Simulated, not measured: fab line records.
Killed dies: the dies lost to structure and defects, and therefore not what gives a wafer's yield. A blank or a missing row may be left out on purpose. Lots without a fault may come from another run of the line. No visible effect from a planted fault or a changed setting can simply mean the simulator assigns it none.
Which tool is to blame? | flow berkeleyCmos170 | Sampling: 14 lots, 42 wafers, 4 of 331 route steps

== WHAT EACH GAUGE READ, for each wafer ==
UCB170_PWELL_OVL_MEAS_13.
lot  | measured    | on         | PWELL_OVL (nm)
L454 | day 3 01:31 | overlay-02 | 15 12 8
L455 | day 3 01:46 | overlay-01 | 0 -2 -7
L459 | day 4 00:22 | overlay-01 | 10 7 6
L460 | day 4 13:35 | overlay-02 | 10 7 7
L462 | day 4 18:49 | overlay-02 | -13 -10 -13
L461 | day 4 19:05 | overlay-01 | -7 -7 -6
L463 | day 4 19:11 | overlay-02 | -6 -6 -1
L464 | day 5 00:56 | overlay-02 | -5 0 1
L465 | day 5 09:30 | overlay-01 | -7 -16 -4
L466 | day 5 19:42 | overlay-01 | 0 6 4
L467 | day 5 19:51 | overlay-02 | 5 2 0
L475 | day 7 12:13 | overlay-02 | -2 -1 3
L476 | day 7 12:27 | overlay-01 | -5 0 5
L477 | day 7 22:10 | overlay-01 | -6 -7 -3

UCB170_NVT_OVL_MEAS_06.
lot  | measured     | on         | NVT_OVL (nm)
L454 | day 5 09:43  | overlay-02 | -2 2 1
L455 | day 5 09:14  | overlay-02 | -7 -9 -9
L459 | day 6 08:26  | overlay-01 | 3 3 7
L460 | day 7 06:20  | overlay-02 | -7 -5 -4
L462 | day 7 06:04  | overlay-01 | -6 -3 -6
L461 | day 7 06:05  | overlay-02 | 3 7 5
L463 | day 7 05:49  | overlay-01 | -4 -5 3
L464 | day 7 13:58  | overlay-01 | 1 2 10
L465 | day 7 23:41  | overlay-01 | 1 -9 -4
L475 | day 10 07:37 | overlay-01 | 3 13 9
L476 | day 10 07:22 | overlay-01 | 0 -4 5
L477 | day 10 18:51 | overlay-02 | 8 6 6

== EACH LOT AND THE TOOL THAT RAN IT (in order: tool; ch and the chambers of the sampled wafers; start) ==
lot  | UCB170_ACTIVE_ETCH_15            | UCB170_SACOX_OXIDATION_01
L454 | rieDiel-01 ch 0,1,2, day 4 05:14 | furnace-03 ch 0, day 5 00:28
L455 | rieDiel-03 ch 2,3, day 4 05:35   | furnace-03 ch 0, day 5 00:28
L459 | rieDiel-02 ch 1,2,3, day 5 03:30 | furnace-04 ch 0, day 5 22:53
L460 | rieDiel-03 ch 1,2, day 5 21:28   | furnace-02 ch 0, day 6 18:53
L462 | rieDiel-02 ch 0,2, day 5 21:35   | furnace-02 ch 0, day 6 18:53
L461 | rieDiel-01 ch 0,1,2, day 5 21:50 | furnace-02 ch 0, day 6 18:53
L463 | rieDiel-03 ch 0,2, day 5 22:15   | furnace-02 ch 0, day 6 18:53
L464 | rieDiel-01 ch 0,1,2, day 6 05:21 | furnace-03 ch 0, day 7 02:28
L465 | rieDiel-01 ch 0,2, day 6 13:34   | furnace-02 ch 0, day 7 08:29
L466 | rieDiel-02 ch 0,1,3, day 7 01:38 | furnace-02, day 7 23:52
L467 | rieDiel-01 ch 1,2,3, day 7 00:47 | furnace-02, day 7 23:52
L475 | rieDiel-02 ch 0,1,3, day 8 16:07 | furnace-04 ch 0, day 9 18:15
L476 | rieDiel-01 ch 1,3, day 8 15:50   | furnace-04 ch 0, day 9 18:15
L477 | rieDiel-03 ch 1,2, day 9 05:17   | furnace-04 ch 0, day 10 06:25
- UCB170_ACTIVE_ETCH_15: etches Si3N4 in CH3F/Ar/O2, stops on SiO2, target depth 242 nm, time 151 s.
- UCB170_SACOX_OXIDATION_01: target thk 14.4 nm, ox time 2366 s.

== AS READ BY THE TOOLS THEMSELVES (means over the sampled wafers that have a number; for cases with no such wafer, the mark the record gives instead) ==
UCB170_ACTIVE_ETCH_15.
lot  | tool       | drypumpMotorCurrentA (A) | oesProductAu (a.u.) | throttleValvePct (%)
L454 | rieDiel-01 | 5.9                      | 0.947               | 8.18
L455 | rieDiel-03 | 5.3                      | 0.951               | 8.23
L459 | rieDiel-02 | 5.8                      | 0.962               | 8.04
L460 | rieDiel-03 | 5.5                      | 0.966               | 8.12
L462 | rieDiel-02 | 5.5                      | 0.937               | 8.05
L461 | rieDiel-01 | 5.9                      | 0.943               | 8.18
L463 | rieDiel-03 | 5.5                      | 0.942               | 8.21
L464 | rieDiel-01 | 5.8                      | 0.948               | 8.19
L465 | rieDiel-01 | 5.9                      | 0.932               | 8.13
L466 | rieDiel-02 | 5.5                      | 0.939               | 8.08
L467 | rieDiel-01 | 6.1                      | 0.963               | 8.20
L475 | rieDiel-02 | 5.5                      | 0.946               | 8.07
L476 | rieDiel-01 | 6.2                      | 0.980               | 8.23
L477 | rieDiel-03 | 5.5                      | 0.964               | 7.98

UCB170_SACOX_OXIDATION_01.
lot  | tool       | oxTempC (C) | oxTempCMax | zonePowerCentrePct (%)
L454 | furnace-03 | 900.2       | 905.1      | 37.7
L455 | furnace-03 | 900.2       | 905.1      | 37.4
L459 | furnace-04 | 899.6       | 906.0      | 33.4
L460 | furnace-02 | 900.2       | 907.4      | 38.4
L462 | furnace-02 | 900.2       | 907.4      | 38.7
L461 | furnace-02 | 900.4       | 907.7      | 38.5
L463 | furnace-02 | 900.2       | 907.3      | 38.6
L464 | furnace-03 | 900.5       | 905.2      | 37.0
L465 | furnace-02 | 900.1       | 906.3      | 38.3
L466 | furnace-02 | -           | -          | -
L467 | furnace-02 | -           | -          | -
L475 | furnace-04 | 900.1       | 906.4      | 33.5
L476 | furnace-04 | 899.7       | 906.6      | 33.5
L477 | furnace-04 | 900.0       | 906.8      | 33.5

== THE ANSWER, worked out from the rows above alone ==
Rule: what is usual is taken from the lots themselves. Put in order of their means at a reading, lots are off if they are a third of the lots or fewer, leave a main group of 4 or more, and stand apart from it by a gap of 3 or more times the standard deviation of the main group's means; of several such gaps the widest counts. The tables above print the reading to a certain number of digits; a main group whose means all agree to those digits is not used. A lot without any number at a reading at which 4 lots or more have one is off too. Where the step has rows for the other lots, those lots are counted as sound. The gauges are gone through in route order, then the tools' own readings, and for those a lot's mean is taken as printed above. At the first step where some lot is off, the reading lying furthest off is the one used; lots without a number count as furthest.
Off at UCB170_SACOX_OXIDATION_01 (oxTempC): L466, L467. Without a number there: L466, L467. Mean 900.1 C and standard deviation 0.24 in the main group.
If a tool, at that step or one of the process steps before it, ran each lot that is off and ran no sound lot following the first of them, it fits. One candidate fits, namely furnace-02 at UCB170_SACOX_OXIDATION_01. A fault onset in the window from L465 (day 7 08:29, its last sound lot) to L466 (day 7 23:52, its first lot off) fits.
Blank at UCB170_SACOX_OXIDATION_01 on the lots that are off, where sound lots have numbers: oxTempC, oxTempCMax, zonePowerCentrePct.

== WHAT THE SIMULATOR HAD PUT IN ==
Skipped step whole: furnace-02, from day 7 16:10 on, at UCB170_SACOX_OXIDATION_01. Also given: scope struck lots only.
Struck lots among those shown: L466, L467. This agrees with what the rule above found.
